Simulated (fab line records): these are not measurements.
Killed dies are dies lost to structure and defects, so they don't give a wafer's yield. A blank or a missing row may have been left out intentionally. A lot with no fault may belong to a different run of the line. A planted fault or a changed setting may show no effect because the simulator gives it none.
8D (eight disciplines) problem report, filled in by code || flow berkeley-cmos170 || the parts of the form that need people (team, actions taken, sign-off) are left out

== 1. THE PROBLEM ==
Wafers without a fault read 89.04 s, standard deviation 0.12; run-length-s at UCB170_GATE_SOFTBAKE_08 reads a mean of 120.57 s on 6 wafers belonging to 2 lots. So: +99 or more standard deviations from the usual mean.
The step: time 60 s.
Seen first at day 7 22:00 on litho-track-02, wafer L380.1. Wafers with a number at this step in the record: 39, from 13 lots. By rule, "out" or "out of limits" means more than 4 standard deviations away from the usual mean. Any other wafer with a number is counted as sound.

== 2. WHAT IT IS AND WHAT IT IS NOT ==
{"question": "which readings at this step", "is": "run-length-s", "is not": "-"}
{"question": "which lots", "is": "L380, L384", "is not": "L373, L374, L375, L378, L386, L388, L391, L392, L393, L394, L396"}
{"question": "which wafers of those lots", "is": "all that have a number", "is not": "-"}
{"question": "read on which tools", "is": "litho-track-02", "is not": "litho-track-01, litho-track-03"}
{"question": "when", "is": "from day 7 22:00", "is not": "up to then (12 sound wafers); but 21 sound wafers of L386, L388, L391, L392, L393, L394, L396 came after"}

== 3. WHAT RULES OUT EACH SUSPECT ==
Counting: a tool at a process step up to the reading stays a suspect if it ran every lot that is out and no sound lot after the first of them.
- plasma-asher-01 at UCB170_PVT_STRIP_08 (strips in O2): ruled out as a lasting fault. After its first lot that is out, L380 (day 7 08:07), sound lots L393, L391 ran on it.
- litho-track-02 at UCB170_GATE_SOFTBAKE_08 (time 60 s): kept. It ran every lot that is out, first L380 (day 7 22:00), and no sound lot after that. Out on those wafers are its own readings of run-length-s.
Remaining after the count: litho-track-02 at UCB170_GATE_SOFTBAKE_08.

== 4. THE CAUSE (what the simulator had put in) ==
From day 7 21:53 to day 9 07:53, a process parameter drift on litho-track-02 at UCB170_GATE_SOFTBAKE_08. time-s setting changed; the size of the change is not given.
After counting, this tool was the only one left.

== 5. SEQUENCE OF EFFECTS, ordered by route ==
Each row: a reading whose mean over the struck wafers that have a number lies more than 3 standard deviations from the usual. Scope: only readings with a usual standard deviation given in the record; hours: median across lots of the time from each lot's start at the first step in this table that gives one to its start at this step; sigmas: change in usual standard deviations.
{"hours": 0, "step": "UCB170_GATE_SOFTBAKE_08", "reading": "run-length-s", "usual": "89.04 s", "on struck wafers": 120.57, "change": "+31.53", "sigmas": "+99 or more"}
Its process steps:
- UCB170_GATE_SOFTBAKE_08: time 60 s.

== 6. HOW IT WOULD HAVE BEEN CAUGHT EARLIER ==
0 hours passed between the start of the fault at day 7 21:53 and the first reading out of limits in this record, taken at day 7 22:00.
